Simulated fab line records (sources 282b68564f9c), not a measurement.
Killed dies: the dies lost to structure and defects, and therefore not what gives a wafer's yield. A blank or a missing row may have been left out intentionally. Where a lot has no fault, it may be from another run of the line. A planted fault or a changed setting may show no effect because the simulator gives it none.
2 desks, one fault | flow rit cmos | each desk holds nothing but its own numbers, with what lay behind them at the end

AT THE METROLOGY DESK
What the gauges read for every lot (on any tool): the sampled wafers with a number, averaged. Any lot whose mean is over 4 standard deviations away from the usual mean is out of limits and marked OUT; that distance is given in the brackets.
Columns: A = NWELL_TW at RIT_NWELL_TW_MEAS_10, usual 2149; B = NWELL_RS at RIT_WELLDRIVE_RS_MEAS_01, usual 275.2 ohm/sq
lot  | first seen here | A              | B
L512 | day 1 21:46     | 2115           | 276.0
L513 | day 2 05:15     | 2143           | 275.9
L514 | day 2 08:14     | 2179           | 275.1
L515 | day 2 12:45     | 2175           | 276.0
L516 | day 2 17:07     | 2175           | 274.7
L518 | day 3 03:41     | 1862 (-12) OUT | 368.7 (+99 or more) OUT
L520 | day 3 14:09     | 2164           | 275.2
L521 | day 3 18:59     | 2170           | 275.0
L522 | day 3 23:20     | 1821 (-14) OUT | 368.9 (+99 or more) OUT
L527 | day 5 01:34     | 2143           | 276.5
L529 | day 5 09:58     | 2144           | 275.2
L531 | day 5 22:47     | 2111           | 275.7
L534 | day 6 11:16     | 2125           | 275.3
L535 | day 6 17:35     | 2154           | 273.7
Per this desk, out of limits: L518, L522; the first was L518, day 3 03:41 (NWELL_TW at RIT_NWELL_TW_MEAS_10). L512, L513, L514, L515, L516, L520, L521, L527, L529, L531, L534, L535 stayed within limits.

THE TOOL OWNER'S DESK: implanter-03
The tool's own readings at RIT_NWELL_IMPLANT_08, given as means over the sampled wafers that have a number, one for each lot that went through this tool. Any lot whose mean is over 4 standard deviations away from the usual mean is out of limits and marked OUT; that distance is given in the brackets.
Columns: A = dose ions cm2 at RIT_NWELL_IMPLANT_08, usual 5.001e+13; B = faraday current uA at RIT_NWELL_IMPLANT_08, usual 159
lot  | first seen here | A                           | B
L513 | day 2 04:58     | 5.000e+13                   | 159
L515 | day 2 12:26     | 5.004e+13                   | 158
L516 | day 2 16:48     | 4.999e+13                   | 159
L518 | day 3 03:22     | 3.109e+13 (-99 or more) OUT | 98 (-19) OUT
L522 | day 3 23:01     | 3.114e+13 (-99 or more) OUT | 97 (-19) OUT
L534 | day 6 10:57     | 5.001e+13                   | 160
Finding of this desk: L518, L522 out of limits; the first was L518 at day 3 03:22, on dose ions cm2 at RIT_NWELL_IMPLANT_08. L513, L515, L516, L534 stayed within limits.

BROUGHT TOGETHER
On L518, L522, at day 3 03:22, an alarm was possible from the tool owner's desk.
L518, L522 would have let the metrology desk raise an alarm at day 3 03:41.
Of the lots named, all ran RIT_NWELL_IMPLANT_08 on implanter-03.

WHAT WAS PUT IN BY THE SIMULATOR
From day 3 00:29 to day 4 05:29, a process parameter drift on implanter-03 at RIT_NWELL_IMPLANT_08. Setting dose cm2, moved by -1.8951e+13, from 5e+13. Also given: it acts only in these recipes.
Shown lots that were struck: L518, L522.
Counting hours from when the fault started, the first reading out of limits came at 3 for the tool owner's desk and at 3 for the metrology desk.
